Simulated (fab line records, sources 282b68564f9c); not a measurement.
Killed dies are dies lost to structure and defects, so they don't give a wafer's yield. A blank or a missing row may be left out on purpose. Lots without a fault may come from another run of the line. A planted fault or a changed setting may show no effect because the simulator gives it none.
One fault seen from 2 desks | flow rit_cmos | each desk has only its own numbers; what lay behind them comes last

THE TOOL OWNER'S DESK: plasma_asher-03
The tool's own readings at RIT_ACTIVE_STRIP_14 (strips in O2, time 180 s): means of the sampled wafers that have a number, for each lot that ran on this tool. A lot is out of limits, marked OUT, if its mean lies more than 4 standard deviations from the usual mean; the brackets give that distance.
Columns: A = drypump_motor_current_A at RIT_ACTIVE_STRIP_14, usual 5.5 A
lot  | first seen here | A
L269 | day 1 20:47     | 5.5
L272 | day 2 10:54     | 5.5
L276 | day 3 06:58     | 5.3
L277 | day 3 13:05     | 5.5
L278 | day 3 17:02     | 5.5
L280 | day 4 02:58     | 5.5
L281 | day 4 08:07     | 5.3
L288 | day 5 18:54     | 5.3
L289 | day 5 23:50     | 5.2
This desk's finding: nothing out of limits on any of the 9 lots.

THE METROLOGY DESK
What the gauges read, lot by lot, whatever tool the lot ran on: means of the sampled wafers that have a number. A lot is out of limits, marked OUT, if its mean lies more than 4 standard deviations from the usual mean; the brackets give that distance.
Columns: A = NSD_RS at RIT_SDANNEAL_RS_MEAS_05, usual 84.47 ohm/sq; B = cd_nm at RIT_M1_CD_MEAS_09, usual 2600.2 nm
lot  | first seen here | A     | B
L268 | day 3 01:50     | 84.94 | 2597.7
L269 | day 3 06:09     | 84.81 | 2602.0
L271 | day 3 17:24     | 84.45 | 2601.0
L272 | day 4 02:07     | 84.81 | 2597.1
L275 | day 4 15:56     | 83.96 | 2603.1
L276 | day 4 19:07     | 84.29 | 2599.6
L277 | day 4 23:16     | 84.40 | 2600.9
L278 | day 5 03:13     | 84.50 | 2600.2
L279 | day 5 09:50     | 84.49 | 2600.8
L280 | day 5 12:26     | 84.45 | 2604.7
L281 | day 5 20:48     | 84.72 | 2600.7
L288 | day 7 07:42     | 84.41 | 2602.7
L289 | day 7 16:58     | 84.45 | 2599.9
L290 | day 7 18:36     | 84.18 | 2595.5
This desk's finding: nothing out of limits on any of the 14 lots.

PUT TOGETHER
The tool owner's desk saw nothing out of limits.
The metrology desk saw nothing out of limits.

WHAT THE SIMULATOR HAD PUT IN
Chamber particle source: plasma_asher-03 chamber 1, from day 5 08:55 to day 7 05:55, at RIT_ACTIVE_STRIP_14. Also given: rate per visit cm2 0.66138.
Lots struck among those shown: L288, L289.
